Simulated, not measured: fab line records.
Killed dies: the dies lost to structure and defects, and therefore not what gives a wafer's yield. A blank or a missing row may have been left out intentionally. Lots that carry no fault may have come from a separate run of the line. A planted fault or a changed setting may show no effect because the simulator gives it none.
Split-lot experiment    flow berkeley cmos170    5 lots, 23 wafers read, on a route of 331 steps

ABOUT THE SPLIT
At UCB170_SCREENOX_OXIDATION_01 (target thk 14.4 nm, ox time 2400 s), the setting temp c was moved away from the recipe's 900 C on 20 of the 23 wafers read, by -2.5% to -1.9%. The other wafers ran this setting at the recipe's value.

Split to reading: the file shows no intervening step.

THE READING
SCREENOX_OXIDE_THK (nm), taken at UCB170_SCREENOX_THK_MEAS_02. A value of 14.30 nm with a standard deviation of 0.22 nm is what fault-free wafers of this fab line usually give.

wafer   tool, chamber at the split  temp c as run, C  against the recipe  SCREENOX_OXIDE_THK, nm  against lot-mates on the recipe
L078.1  -, -                        877.8             -2.5%               11.47                   no lot-mate on the recipe
L078.2  -, -                        877.8             -2.5%               11.52                   no lot-mate on the recipe
L078.3  -, -                        877.8             -2.5%               11.48                   no lot-mate on the recipe
L078.4  -, -                        877.8             -2.5%               11.35                   no lot-mate on the recipe
L078.5  -, -                        877.8             -2.5%               11.45                   no lot-mate on the recipe
L082.1  -, -                        879.2             -2.3%               11.14                   no lot-mate on the recipe
L082.3  -, -                        879.2             -2.3%               11.11                   no lot-mate on the recipe
L082.4  -, -                        879.2             -2.3%               11.31                   no lot-mate on the recipe
L082.5  -, -                        879.2             -2.3%               11.23                   no lot-mate on the recipe
L082.6  -, -                        879.2             -2.3%               11.14                   no lot-mate on the recipe
L083.1  -, -                        879.7             -2.3%               11.20                   no lot-mate on the recipe
L083.2  -, -                        879.7             -2.3%               11.15                   no lot-mate on the recipe
L083.3  -, -                        879.7             -2.3%               11.25                   no lot-mate on the recipe
L083.4  -, -                        879.7             -2.3%               11.35                   no lot-mate on the recipe
L083.5  -, -                        879.7             -2.3%               11.36                   no lot-mate on the recipe
L084.2  furnace-01, 0               900               recipe              14.04                   -
L084.5  furnace-01, 0               900               recipe              14.36                   -
L084.6  furnace-01, 0               900               recipe              13.81                   -
L085.2  -, -                        882.8             -1.9%               11.53                   no lot-mate on the recipe
L085.3  -, -                        882.8             -1.9%               11.62                   no lot-mate on the recipe
L085.4  -, -                        882.8             -1.9%               11.55                   no lot-mate on the recipe
L085.5  -, -                        882.8             -1.9%               11.44                   no lot-mate on the recipe
L085.6  -, -                        882.8             -1.9%               11.55                   no lot-mate on the recipe

THE FIT
A straight line over all 23 wafers: SCREENOX_OXIDE_THK changes by +1.16 nm for each +1% of temp c; r = +0.97; the points scatter about the line by 0.24 nm.
Too few moved wafers have a lot-mate on the recipe to fit a line with each lot's own level taken away.

THE WHOLE CHAIN: every reading that the file lists as answering this split, in the file's order
step                          what it does                        reading                                                                                change (the file's fit)               r (the file's)
UCB170_SCREENOX_OXIDATION_01  target thk 14.4 nm, ox time 2400 s  SiO2_of_SCREENOX_OXIDATION_01.thk nm (the simulator's own value, which no gauge read)  +1.16 nm for each +1% of the setting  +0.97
UCB170_SCREENOX_THK_MEAS_02                                       SCREENOX_OXIDE_THK                                                                     +1.16 for each +1% of the setting     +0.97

THE FILE'S OWN FIT
SCREENOX_OXIDE_THK changes by +1.16 nm for each +1% of temp c, r = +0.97.
